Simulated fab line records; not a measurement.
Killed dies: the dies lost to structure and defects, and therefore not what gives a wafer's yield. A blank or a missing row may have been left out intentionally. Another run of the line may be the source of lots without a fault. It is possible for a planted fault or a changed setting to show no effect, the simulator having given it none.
The same fault as seen by 2 desks | flow rit cmos | what lay behind the numbers comes last; until then each desk has only its own

FOR THE TOOL OWNER'S DESK: pvd sputter-02
The tool's own readings at RIT_M1_SPUTTER_00 (material Al, target thk 400 nm, time 500 s): means of the sampled wafers that have a number, for each lot that ran on this tool. The brackets show how far a lot's mean lies from the usual mean; more than 4 standard deviations puts the lot out of limits, marked OUT.
Columns: A = chamber pressure pa at RIT_M1_SPUTTER_00, usual 0.4000 Pa; B = throttle valve pct at RIT_M1_SPUTTER_00, usual 30.1 %
lot  | first seen here | A                | B
L249 | day 3 21:56     | 0.3997           | 29.9
L255 | day 5 03:23     | 0.3860 (-18) OUT | 30.9
L256 | day 5 13:58     | 0.3868 (-17) OUT | 31.4
This desk finds L255, L256 out of limits, L255 being first, at day 5 03:23 (chamber pressure pa at RIT_M1_SPUTTER_00). L249 stayed within limits.

AT THE METROLOGY DESK
Means of the sampled wafers that have a number, per lot and without regard to the tool the lot ran on: this is what the gauges read. The brackets show how far a lot's mean lies from the usual mean; more than 4 standard deviations puts the lot out of limits, marked OUT.
Columns: A = cd nm at RIT_CONTACT_CD_MEAS_08, usual 999.5 nm; B = CONTACT_OVL at RIT_CONTACT_OVL_MEAS_09, usual -0.9 nm; C = cd nm at RIT_CONTACT_CD_MEAS_90, usual 999.5 nm; D = M1_AL_RS at RIT_M1_RS_MEAS_01, usual 0.0736 ohm/sq
lot  | first seen here | A      | B    | C      | D
L249 | day 3 20:47     | 996.8  | -0.1 | 996.9  | 0.0731
L255 | day 5 02:16     | 998.4  | -0.6 | 998.1  | 0.0724
L256 | day 5 12:50     | 1001.2 | -1.7 | 1001.3 | 0.0724
L266 | day 7 08:10     | 1001.4 | -1.7 | 1001.1 | 0.0739
L267 | day 7 11:58     | 1000.2 | -1.5 | 1000.3 | 0.0724
L270 | day 8 04:26     | 996.0  | -1.0 | 995.7  | 0.0736
This desk's finding: nothing out of limits on any of the 6 lots.

TAKEN TOGETHER
An alarm could have come from the tool owner's desk at day 5 03:23, on L255, L256.
At the metrology desk, nothing out of limits was observed.
The metrology desk holds a record of L255, L256, inside its limits.
Every lot named ran RIT_M1_SPUTTER_00 on pvd sputter-02.

WHAT THE SIMULATOR HAD PUT IN
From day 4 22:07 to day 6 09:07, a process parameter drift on pvd sputter-02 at RIT_M1_SPUTTER_00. The setting chamber pressure pa was moved by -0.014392, starting from 0.4. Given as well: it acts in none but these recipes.
Lots struck among those shown: L255, L256.
Each desk's first reading out of limits, in hours after the fault started: the tool owner's desk, 5.
